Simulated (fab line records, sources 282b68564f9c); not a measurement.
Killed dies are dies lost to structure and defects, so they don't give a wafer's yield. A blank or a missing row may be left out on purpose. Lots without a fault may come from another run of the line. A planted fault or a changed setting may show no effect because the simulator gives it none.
Split-lot experiment | flow rit_cmos | 5 lots, 23 wafers read, on a route of 202 steps

THE SPLIT
At RIT_NRETRO_COAT_01 (resist thk 1300 nm), the setting resist_thk_nm was moved away from the recipe's 1300 nm on 7 of the 23 wafers read, by -4.1% to +4.3%. The other wafers ran this setting at the recipe's value.

FROM THE SPLIT TO THE READING: what the file shows between them, 3 steps
- RIT_NRETRO_SOFTBAKE_02: time 60 s
- RIT_NRETRO_EXPOSE_03: exposes mask M4, target cd 43900 nm
- RIT_NRETRO_DEVELOP_05: develop time 68 s

THE READING
NOVOLAK_of_NRETRO_COAT_01.thk_nm (the simulator's own value, which no gauge read), in nm, at RIT_NRETRO_HARDBAKE_07 (time 120 s). The file gives no usual value for it. The 16 wafers here that ran the recipe average 1138 nm, standard deviation 2.4 nm.

wafer  | tool, chamber at the split | resist_thk_nm as run, nm | against the recipe | NOVOLAK_of_NRETRO_COAT_01.thk_nm, nm | against lot-mates on the recipe
L074.1 | litho_track-03, 0          | 1300                     | recipe             | 1138                                 | -
L074.5 | litho_track-03, 0          | 1300                     | recipe             | 1138                                 | -
L074.2 | litho_track-03, 0          | 1300                     | recipe             | 1139                                 | -
L074.3 | litho_track-03, 0          | 1300                     | recipe             | 1141                                 | -
L074.6 | litho_track-03, 0          | 1300                     | recipe             | 1142                                 | -
L078.1 | litho_track-04, 0          | 1300                     | recipe             | 1136                                 | -
L078.3 | litho_track-04, 0          | 1300                     | recipe             | 1135                                 | -
L078.4 | litho_track-04, 0          | 1272                     | -2.2%              | 1113                                 | -23
L078.5 | litho_track-04, 0          | 1300                     | recipe             | 1138                                 | -
L078.6 | litho_track-04, 0          | 1272                     | -2.2%              | 1114                                 | -22
L079.1 | litho_track-01, 0          | 1300                     | recipe             | 1140                                 | -
L079.5 | litho_track-01, 0          | 1300                     | recipe             | 1140                                 | -
L079.4 | litho_track-01, 0          | 1300                     | recipe             | 1142                                 | -
L082.2 | litho_track-01, 0          | 1300                     | recipe             | 1137                                 | -
L082.3 | litho_track-01, 0          | 1247                     | -4.1%              | 1091                                 | -45
L082.4 | litho_track-01, 0          | 1300                     | recipe             | 1136                                 | -
L082.5 | litho_track-01, 0          | 1300                     | recipe             | 1135                                 | -
L082.6 | litho_track-01, 0          | 1247                     | -4.1%              | 1089                                 | -47
L085.1 | litho_track-01, 0          | 1356                     | +4.3%              | 1184                                 | +48
L085.4 | litho_track-01, 0          | 1356                     | +4.3%              | 1184                                 | +48
L085.2 | litho_track-01, 0          | 1300                     | recipe             | 1139                                 | -
L085.3 | litho_track-01, 0          | 1300                     | recipe             | 1134                                 | -
L085.6 | litho_track-01, 0          | 1356                     | +4.3%              | 1187                                 | +50

THE FIT
A straight line over all 23 wafers: NOVOLAK_of_NRETRO_COAT_01.thk_nm changes by +11.2 nm for each +1% of resist_thk_nm; r = +1.00; the points scatter about the line by 2.3 nm.
The same after taking each lot's own level away (the mean of its wafers on the recipe; 23 wafers): +11.2 nm for each +1%; r = +1.00; scatter 1.5 nm.
On that fit, the largest move of resist_thk_nm shifts the reading by 48 nm.
The lots' own levels span 1136.0 to 1140.7 nm, that is 1.9 times the standard deviation above.
So the lot-to-lot level changes the slope little: the two slopes agree.
Check: with one of the wafers moved furthest among these (+4.3%) left out of the fit, the line predicts +48.6 nm for it against its lot-mates. It came out at +47.5 nm against them.

OTHER SPLITS ON THESE WAFERS
These wafers also went through other splits before the reading. Each is held against what the fit with the lots' levels taken away leaves over:
other split on the same wafers    | wafers away from the commonest value | r with NOVOLAK_of_NRETRO_COAT_01.thk_nm (lot level and that fit taken away)
RIT_ACTIVE_OXIDATION_01 temp_c    | 10                                   | -0.04
RIT_ACTIVE_EXPOSE_08 dose_mj      | 8                                    | +0.08
RIT_ACTIVE_ETCH_13 pressure_mtorr | 18                                   | +0.07
RIT_FOX1_OXIDATION_00 ox_time_s   | 15                                   | -0.06
RIT_FOX2_WET_ETCH_03 time_s       | 15                                   | -0.09
RIT_NWELL_IMPLANT_08 energy_kev   | 11                                   | -0.25
RIT_PWELL_IMPLANT_08 dose_cm2     | 8                                    | -0.11

THE WHOLE CHAIN: every reading that the file lists as answering this split, in the file's order
step                   | what it does       | reading                                                                           | change (the file's fit)              | r (the file's)
RIT_NRETRO_COAT_01     | resist thk 1300 nm | NOVOLAK_of_NRETRO_COAT_01.thk_nm (the simulator's own value, which no gauge read) | +13 nm for each +1% of the setting   | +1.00
RIT_NRETRO_HARDBAKE_07 | time 120 s         | NOVOLAK_of_NRETRO_COAT_01.thk_nm (the simulator's own value, which no gauge read) | +11.2 nm for each +1% of the setting | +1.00

THE FILE'S OWN FIT
NOVOLAK_of_NRETRO_COAT_01.thk_nm changes by +11.2 nm for each +1% of resist_thk_nm, r = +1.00.
